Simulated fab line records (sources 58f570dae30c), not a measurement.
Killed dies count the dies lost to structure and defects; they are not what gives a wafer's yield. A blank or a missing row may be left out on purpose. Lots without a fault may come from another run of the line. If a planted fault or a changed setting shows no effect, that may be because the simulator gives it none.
What tool caused it? ; flow berkeleyCmos170 ; 15 lots with 45 wafers sampled at 3 steps, on a route of 331 steps

WHAT EACH GAUGE READ, for each wafer
UCB170_NSD_OVL_MEAS_07.
lot;measured;on;NSD_OVL (nm)
L787;day 8 02:01;overlay-02;-5 1 8
L788;day 8 02:01;overlay-01;9 0 -1
L786;day 8 02:17;overlay-01;4 3 0
L789;day 8 02:34;overlay-02;8 2 1
L793;day 9 19:17;overlay-02;-4 -1 0
L792;day 9 19:34;overlay-01;-14 -7 -7
L791;day 9 19:56;overlay-02;-9 -8 0
L790;day 9 19:39;overlay-02;13 4 10
L794;day 10 01:09;overlay-01;-10 -5 -4
L796;day 10 11:10;overlay-01;0 -5 -4
L800;day 11 04:31;overlay-01;-2 -7 5
L798;day 11 04:42;overlay-01;1 3 8
L801;day 11 18:42;overlay-02;-2 -1 2
L807;day 12 17:26;overlay-02;1 -1 6
L808;day 12 17:51;overlay-01;0 4 3

TOOL THAT RAN EACH LOT (tool first, then ch and the chambers of the sampled wafers, then the start)
lot;UCB170_PSD_EXPOSE_03;UCB170_NSD_PEB_04
L787;krfScanner-01 ch 0, day 7 21:16;lithoTrack-02 ch 0, day 8 01:37
L788;krfScanner-01 ch 0, day 7 21:23;lithoTrack-03 ch 0, day 8 01:37
L786;krfScanner-02 ch 0, day 7 21:39;lithoTrack-03 ch 0, day 8 01:55
L789;krfScanner-01 ch 0, day 7 21:52;lithoTrack-03 ch 0, day 8 02:10
L793;krfScanner-01 ch 0, day 9 16:21;lithoTrack-02 ch 0, day 9 18:53
L792;krfScanner-01 ch 0, day 9 16:32;lithoTrack-02 ch 0, day 9 19:10
L791;krfScanner-02 ch 0, day 9 16:50;lithoTrack-03 ch 0, day 9 19:36
L790;krfScanner-01 ch 0, day 9 17:01;lithoTrack-03 ch 0, day 9 19:15
L794;krfScanner-01 ch 0, day 9 22:52;lithoTrack-03 ch 0, day 10 00:45
L796;krfScanner-02 ch 0, day 10 08:52;lithoTrack-01 ch 0, day 10 10:47
L800;krfScanner-02 ch 0, day 10 23:53;lithoTrack-03 ch 0, day 11 04:07
L798;krfScanner-02 ch 0, day 11 00:02;lithoTrack-02 ch 0, day 11 04:21
L801;krfScanner-01 ch 0, day 11 15:00;lithoTrack-01 ch 0, day 11 18:19
L807;krfScanner-01 ch 0, day 12 13:47;lithoTrack-02 ch 0, day 12 17:05
L808;krfScanner-01 ch 0, day 12 13:59;lithoTrack-01 ch 0, day 12 17:28
- UCB170_PSD_EXPOSE_03: exposes mask PSELECT MOD, target cd 1200 nm.
- UCB170_NSD_PEB_04

AS READ BY THE TOOLS THEMSELVES (means over the sampled wafers that have a number; for cases with no such wafer, the mark the record gives instead)
UCB170_PSD_EXPOSE_03.
lot;tool;exposureDoseMJCm2
L787;krfScanner-01;29.94
L788;krfScanner-01;29.96
L786;krfScanner-02;30.03
L789;krfScanner-01;29.97
L793;krfScanner-01;29.95
L792;krfScanner-01;30.01
L791;krfScanner-02;29.94
L790;krfScanner-01;30.01
L794;krfScanner-01;29.99
L796;krfScanner-02;29.60
L800;krfScanner-02;29.67
L798;krfScanner-02;29.66
L801;krfScanner-01;29.97
L807;krfScanner-01;30.00
L808;krfScanner-01;29.98

UCB170_NSD_PEB_04.
lot;tool;chillPlateTempC (C);plateSensorTCentreC (C);plateSensorTEdgeC (C)
L787;lithoTrack-02;23.01;131.40;131.54
L788;lithoTrack-03;23.09;131.41;131.53
L786;lithoTrack-03;23.02;131.41;131.53
L789;lithoTrack-03;23.03;131.41;131.53
L793;lithoTrack-02;23.09;131.41;131.54
L792;lithoTrack-02;23.10;131.41;131.53
L791;lithoTrack-03;22.99;131.41;131.53
L790;lithoTrack-03;23.07;131.42;131.54
L794;lithoTrack-03;22.99;131.40;131.53
L796;lithoTrack-01;23.05;131.41;131.52
L800;lithoTrack-03;22.82;131.41;131.53
L798;lithoTrack-02;22.88;131.40;131.53
L801;lithoTrack-01;22.96;131.41;131.53
L807;lithoTrack-02;22.86;131.40;131.54
L808;lithoTrack-01;22.84;131.41;131.54

THE ANSWER, worked out from the rows above alone
Rule: what is usual is taken from the lots themselves. Put in order of their means at a reading, lots are off if they are a third of the lots or fewer, leave a main group of 4 or more, and stand apart from it by a gap of 3 or more times the standard deviation of the main group's means; of several such gaps the widest counts. The tables above print the reading to a certain number of digits; a main group whose means all agree to those digits is not used. A lot without any number at a reading at which 4 lots or more have one is off too. All remaining lots with rows at the step are treated as sound. First the gauges in route order, then the tools' own readings, where a lot's mean is used as printed above. The first step at which some lot is off is used, and at that step the reading that is off furthest; a lot without a number counts as furthest.
Off: L796, L800, L798, at UCB170_PSD_EXPOSE_03 (exposureDoseMJCm2). The main group: mean 29.98, standard deviation 0.028.
If a tool, at that step or one of the process steps before it, ran each lot that is off and ran no sound lot following the first of them, it fits. One candidate fits, namely krfScanner-02 at UCB170_PSD_EXPOSE_03. Its last sound lot is L791 (day 9 16:50), its first lot that is off L796 (day 10 08:52): a fault that began between those two fits.
On the lots that are off, the tool's own readings at UCB170_PSD_EXPOSE_03 differ by more than 5 times the standard deviation of the sound lots' means, which bears it out; exposureDoseMJCm2 reads 29.64 there versus 29.98 on the sound lots.

WHAT THE SIMULATOR PUT IN
Process parameter drift: krfScanner-02, from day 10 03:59 on, at UCB170_PSD_EXPOSE_03. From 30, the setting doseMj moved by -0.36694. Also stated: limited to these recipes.
Struck lots among those shown: L796, L800, L798. The rule above reached the same finding.
